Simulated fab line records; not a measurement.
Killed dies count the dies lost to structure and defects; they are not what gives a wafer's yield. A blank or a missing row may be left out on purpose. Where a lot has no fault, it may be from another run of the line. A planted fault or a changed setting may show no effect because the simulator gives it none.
Chamber matching	flow berkeleyCmos170	rieDiel-04 running UCB170_SPACER_ETCHBACK_03: 4 sister chambers
The step etches SiO2 in CHF3/CF4/Ar, stops on Si, target depth 376 nm, time 100 s. 15 wafers are shown with their chamber, then 7 later ones without.

== WAFERS WITH THEIR CHAMBER ==
wafer	chamber	drypumpMotorCurrentA (A)	throttleValvePct (%)	oesProductAu (a.u.)
L654.1	2	5.1	6.47	0.916
L654.5	2	5.1	6.50	0.919
L654.6	3	6.0	6.52	0.904
L657.1	1	5.6	6.50	0.880
L657.3	2	5.1	6.48	0.900
L657.4	3	6.0	6.52	0.934
L660.1	3	6.0	6.53	0.914
L660.3	1	5.6	6.50	0.882
L660.6	2	5.1	6.48	0.934
L666.5	0	5.6	6.37	0.903
L669.1	1	5.6	6.48	0.892
L669.2	3	6.0	6.51	0.920
L669.6	1	5.6	6.49	0.906
L671.1	1	5.5	6.48	0.897
L671.3	2	5.1	6.49	0.922

SIGNATURES, as means of the wafers listed above
reading	chamber 0	chamber 1	chamber 2	chamber 3	scatter within a chamber
drypumpMotorCurrentA	5.600	5.580	5.100	6.000	0.027
throttleValvePct	6.3700	6.4900	6.4840	6.5200	0.0101
oesProductAu	0.90300	0.89140	0.91820	0.91800	0.0118
Rule: for a wafer and a chamber, the distance is found by dividing, reading by reading, the gap between the wafer's reading and the chamber's mean by the reading's scatter, squaring, summing and taking the root. The wafer belongs to the nearest chamber; if the next one is less than 2 further off, it can't be placed. The scatter: the root of (the sum of the squares of (reading less its chamber's mean) over the shown wafers, divided by (wafers less chambers)).

== WAFERS WITHOUT THEIR CHAMBER ==
wafer	drypumpMotorCurrentA (A)	throttleValvePct (%)	oesProductAu (a.u.)
L671.5	5.7	6.37	0.907
L674.3	5.6	6.48	0.896
L674.4	5.7	6.37	0.914
L674.5	5.6	6.48	0.904
L677.4	5.7	6.39	0.909
L677.5	5.6	6.39	0.920
L677.6	5.6	6.49	0.902

== WHICH CHAMBER EACH ONE RAN IN ==
wafer	from the rows above	in truth
L671.5	0	0
L674.3	1	1
L674.4	0	0
L674.5	1	1
L677.4	0	0
L677.5	0	0
L677.6	1	1
Correctly placed: 7 of 7. Can't be placed from these rows: 0. Number placed wrongly: 0.
